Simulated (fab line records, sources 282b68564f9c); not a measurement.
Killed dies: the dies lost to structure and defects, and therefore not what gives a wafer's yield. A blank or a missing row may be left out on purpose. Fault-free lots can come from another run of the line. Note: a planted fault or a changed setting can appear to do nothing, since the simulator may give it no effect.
Split-lot study ; flow rit_cmos ; route with 202 steps; 5 lots, 23 wafers read

== THE SPLIT ITSELF ==
At RIT_CONTACT_EXPOSE_05 (exposes mask M11, target cd 1000 nm), the setting dose_mj was moved away from the recipe's 250 on 4 of the 23 wafers read, by -5.6% to -4.7%. For the rest of the wafers, this setting stayed at what the recipe calls for.

== FROM THE SPLIT TO THE READING: what the file shows between them, 6 steps ==
- RIT_CONTACT_PEB_06
- RIT_CONTACT_DEVELOP_07: develop time 120 s
- RIT_CONTACT_CD_MEAS_08: target cd 1000 nm
- RIT_CONTACT_HARDBAKE_10: time 60 s
- RIT_CONTACT_ETCH_11: etches SiO2 in CHF3/CF4/Ar, stops on TiSi2, target depth 480 nm, time 320 s
- RIT_CONTACT_STRIP_12: strips in O2, time 180 s

== THE READING ==
cd_nm, in nm, at RIT_CONTACT_CD_MEAS_90 (target cd 1000 nm). A value of 1000.4 nm with a standard deviation of 2.8 nm is what fault-free wafers of this fab line usually give.

wafer;tool, chamber at the split;dose_mj as run;against the recipe;cd_nm, nm;against lot-mates on the recipe
L075.1;iline_stepper-01, 0;250;recipe;1007.0;-
L075.4;iline_stepper-01, 0;250;recipe;1005.5;-
L075.6;iline_stepper-01, 0;250;recipe;1005.1;-
L077.1;iline_stepper-01, 0;250;recipe;1003.8;-
L077.2;iline_stepper-01, 0;250;recipe;1003.2;-
L077.3;iline_stepper-01, 0;238.3;-4.7%;992.0;-11.8
L077.4;iline_stepper-01, 0;238.3;-4.7%;991.2;-12.6
L077.6;iline_stepper-01, 0;250;recipe;1004.3;-
L078.2;iline_stepper-01, 0;250;recipe;997.0;-
L078.3;iline_stepper-01, 0;250;recipe;997.0;-
L078.4;iline_stepper-01, 0;250;recipe;997.6;-
L078.5;iline_stepper-01, 0;250;recipe;997.7;-
L078.6;iline_stepper-01, 0;250;recipe;994.9;-
L080.1;iline_stepper-02, 0;250;recipe;1000.0;-
L080.2;iline_stepper-02, 0;250;recipe;1001.0;-
L080.3;iline_stepper-02, 0;250;recipe;997.8;-
L080.4;iline_stepper-02, 0;250;recipe;999.5;-
L080.6;iline_stepper-02, 0;250;recipe;999.9;-
L085.1;iline_stepper-01, 0;250;recipe;997.0;-
L085.2;iline_stepper-01, 0;236;-5.6%;979.4;-17.1
L085.3;iline_stepper-01, 0;250;recipe;995.4;-
L085.4;iline_stepper-01, 0;236;-5.6%;980.4;-16.1
L085.5;iline_stepper-01, 0;250;recipe;997.0;-

THE FIT
A straight line over all 23 wafers: cd_nm changes by +2.87 nm for each +1% of dose_mj; r = +0.83; the points scatter about the line by 4 nm.
The same after taking each lot's own level away (the mean of its wafers on the recipe; 23 wafers): +2.81 nm for each +1%; r = +0.99; scatter 0.95 nm.
According to that fit, moving dose_mj by its largest amount changes the reading by 16 nm.
Across the lots, their own levels run from 996.47 to 1005.87 nm, a range of 3.4 times the standard deviation given above.
Consequently the slope shifts little with the lot-to-lot level, the two slopes agreeing.
Check: for one of the wafers moved furthest among these (-5.6%), held out of the fit, the line's prediction against its lot-mates is -15.2 nm. Against them it came out at -17.1 nm.

== OTHER SPLITS APPLIED TO THESE WAFERS ==
Before the reading, these wafers also passed through other splits. Each is held against what the fit with the lots' levels taken away leaves over:
other split on the same wafers;wafers away from the commonest value;r with cd_nm (lot level and that fit taken away)
RIT_PSD_SOFTBAKE_02 temp_c;12;+0.14
RIT_SILICIDE_SPUTTER_01 time_s;4;+0.25

== THE WHOLE CHAIN: every reading that the file lists as answering this split, in the file's order ==
step;what it does;reading;change (the file's fit);r (the file's)
RIT_CONTACT_CD_MEAS_08;target cd 1000 nm;cd_nm;+2.9 nm for each +1% of the setting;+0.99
RIT_CONTACT_ETCH_11;etches SiO2 in CHF3/CF4/Ar, stops on TiSi2, target depth 480 nm, time 320 s;CONTACT.cd_nm (the simulator's own value, which no gauge read);+2.84 nm for each +1% of the setting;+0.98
RIT_CONTACT_CD_MEAS_90;target cd 1000 nm;cd_nm;+2.82 nm for each +1% of the setting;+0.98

== THE FILE'S OWN FIT ==
cd_nm changes by +2.82 nm for each +1% of dose_mj, r = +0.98.
